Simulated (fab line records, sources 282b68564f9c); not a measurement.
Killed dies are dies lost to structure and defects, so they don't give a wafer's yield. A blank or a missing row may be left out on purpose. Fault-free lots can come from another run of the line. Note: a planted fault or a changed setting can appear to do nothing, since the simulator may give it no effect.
Which tool was responsible?    flow rit cmos    7 lots with 21 wafers sampled at 2 steps, on a route of 202 steps

## WHAT EACH GAUGE READ, for each wafer
RIT_PWELL_OVL_MEAS_06.
lot   measured     on          PWELL_OVL (nm)
L529  day 2 08:34  overlay-01  -2.2 -2.0 -1.7
L531  day 2 21:27  overlay-02  0.9 1.3 -1.6
L533  day 3 04:10  overlay-02  1.1 2.3 2.6
L535  day 3 14:05  overlay-02  -0.2 0.9 -1.0
L537  day 4 01:22  overlay-02  -2.0 -1.7 -1.7
L541  day 4 20:44  overlay-01  420.7 421.5 421.1
L548  day 6 08:26  overlay-01  -1.8 -3.1 -1.3

## WHICH TOOL RAN EACH LOT (tool, then ch and the chambers of the sampled wafers, then the start)
lot   RIT_PWELL_EXPOSE_03
L529  iline stepper-02 ch 0, day 2 08:09
L531  iline stepper-01 ch 0, day 2 20:50
L533  iline stepper-01 ch 0, day 3 03:32
L535  iline stepper-01 ch 0, day 3 13:40
L537  iline stepper-02 ch 0, day 4 00:56
L541  iline stepper-01 ch 0, day 4 20:13
L548  iline stepper-02 ch 0, day 6 08:01
- RIT_PWELL_EXPOSE_03: exposes mask M3, target cd 43700 nm.

## THE ANSWER, worked out from the rows above alone
Rule: the usual values come from the lots themselves. The widest of any qualifying gaps counts: lots, ordered by their means at a reading, are off when they make up no more than a third of the lots, leave a main group of 4 or more, and stand apart from it by 3 or more times the standard deviation of that group's means. A main group whose means are all the same, to the digits that the tables above print for the reading, isn't used. A lot without any number at a reading at which 4 lots or more have one is off too. The other lots that the step has rows for count as sound.
Off: L541, at RIT_PWELL_OVL_MEAS_06 (PWELL_OVL). The main group: mean -0.6 nm, standard deviation 1.5.
If a tool, at a process step before that reading, ran all the lots that are off and no sound lot after the first of them, it fits. Gauges at RIT_PWELL_OVL_MEAS_06: tried the same way as those tools. One fits: iline stepper-01 at RIT_PWELL_EXPOSE_03. A fault onset in the window from L535 (day 3 13:40, its last sound lot) to L541 (day 4 20:13, its first lot off) fits.

## WHAT THE SIMULATOR HAD INSERTED
Scanner matching overlay: iline stepper-01, from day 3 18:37 on, at RIT_PWELL_EXPOSE_03. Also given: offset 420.
Shown lots that were struck: L541. The rule above found the same.
